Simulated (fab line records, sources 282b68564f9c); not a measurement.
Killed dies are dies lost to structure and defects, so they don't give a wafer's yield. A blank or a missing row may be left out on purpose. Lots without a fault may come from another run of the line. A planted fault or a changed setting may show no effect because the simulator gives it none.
Tool commonality check | flow rit_cmos | 14 lots, 42 wafers sampled

WHY IT WAS OPENED
At RIT_ACTIVE_THK_MEAS_04 the reading ACTIVE_NITRIDE_THK is flagged on 2 of 14 lots. Wafers without a fault read 149.7 nm, standard deviation 1.4.
Rule: a lot is flagged when every wafer of it that has a number lies more than 4 standard deviations from that mean, or none has a number. The other lots count as sound.

lot  | measured    | on            | ACTIVE_NITRIDE_THK (nm), wafer by wafer | flag
L142 | day 1 20:47 | film_metro-01 | 147.0 146.3 147.0                       |
L143 | day 1 23:32 | film_metro-02 | 149.1 149.9 148.5                       |
L144 | day 2 04:32 | film_metro-04 | 149.7 149.5 149.8                       |
L145 | day 2 09:32 | film_metro-01 | 148.0 149.4 149.3                       |
L147 | day 2 19:32 | film_metro-01 | 149.7 149.0 151.2                       |
L148 | day 3 00:32 | film_metro-04 | 147.7 147.4 146.8                       |
L149 | day 3 06:02 | film_metro-04 | 148.6 148.1 148.0                       |
L150 | day 3 11:00 | film_metro-04 | 151.5 150.3 152.2                       |
L151 | day 3 15:56 | film_metro-02 | 149.6 147.7 147.9                       |
L154 | day 4 06:32 | film_metro-04 | 148.8 147.9 148.2                       |
L155 | day 4 11:32 | film_metro-01 | 189.4 180.5 172.1                       | FLAGGED
L157 | day 4 21:32 | film_metro-01 | 180.5 172.5 160.6                       | FLAGGED
L160 | day 5 12:32 | film_metro-02 | 149.7 149.4 150.5                       |
L164 | day 6 09:19 | film_metro-04 | 149.0 150.2 149.6                       |
The numbers of the flagged lots are 175.9 nm on average: +26.2 nm against the usual, or +19 standard deviations.

WHICH TOOL RAN EACH LOT
The record holds 1 process step before the reading, out of a route of 202 steps. In each cell: the tool, then ch and the chambers that the sampled wafers went through, then the start.
lot  | flag    | RIT_ACTIVE_CVD_03
L142 |         | lpcvd-02 ch 1, day 1 19:22
L143 |         | lpcvd-01 ch 1, day 1 22:07
L144 |         | lpcvd-01 ch 1, day 2 03:07
L145 |         | lpcvd-01 ch 0, day 2 08:07
L147 |         | lpcvd-02 ch 1, day 2 18:07
L148 |         | lpcvd-02 ch 0, day 2 23:07
L149 |         | lpcvd-01 ch 1, day 3 04:38
L150 |         | lpcvd-01 ch 1, day 3 09:35
L151 |         | lpcvd-01 ch 0, day 3 14:32
L154 |         | lpcvd-02 ch 1, day 4 05:07
L155 | FLAGGED | lpcvd-01 ch 1, day 4 10:07
L157 | FLAGGED | lpcvd-01 ch 0, day 4 20:07
L160 |         | lpcvd-02 ch 1, day 5 11:07
L164 |         | lpcvd-02 ch 0, day 6 07:12
What these steps do:
- RIT_ACTIVE_CVD_03: deposits Si3N4 from SiH2Cl2/NH3, target thk 150 nm, time 1500 s.
- RIT_ACTIVE_THK_MEAS_04

FLAGGED OVER TOTAL, TOOL BY TOOL (the gauges that took the reading come last)
step                   | tool          | lots run | flagged | share of the flagged lots | sound lots run after its first flagged lot
RIT_ACTIVE_CVD_03      | lpcvd-01      | 8        | 2       | all                       | 0
RIT_ACTIVE_CVD_03      | lpcvd-02      | 6        | 0       | none                      | -
RIT_ACTIVE_THK_MEAS_04 | film_metro-01 | 5        | 2       | all                       | 0
RIT_ACTIVE_THK_MEAS_04 | film_metro-02 | 3        | 0       | none                      | -
RIT_ACTIVE_THK_MEAS_04 | film_metro-04 | 6        | 0       | none                      | -

WHAT THE TABLE ALLOWS
2 rows of the table ran every flagged lot: lpcvd-01 at RIT_ACTIVE_CVD_03, film_metro-01 at RIT_ACTIVE_THK_MEAS_04.
- lpcvd-01 at RIT_ACTIVE_CVD_03: 2 of its 8 lots flagged. Its last sound lot is L151 (day 3 14:32), its first flagged lot L155 (day 4 10:07): a fault that began between those two fits. Its own readings lie more than 4 standard deviations out on every wafer of the flagged lots: spike_tc_centre_C.
- film_metro-01 at RIT_ACTIVE_THK_MEAS_04: 2 of its 5 lots flagged. Its last sound lot is L147 (day 2 19:32), its first flagged lot L155 (day 4 11:32): a fault that began between those two fits.
Counting lots can't tell these 2 tools apart, because each fits a fault that began at some hour. More lots, or a look at what each step does to the wafer, might.

WHAT THE SIMULATOR HAD PUT IN
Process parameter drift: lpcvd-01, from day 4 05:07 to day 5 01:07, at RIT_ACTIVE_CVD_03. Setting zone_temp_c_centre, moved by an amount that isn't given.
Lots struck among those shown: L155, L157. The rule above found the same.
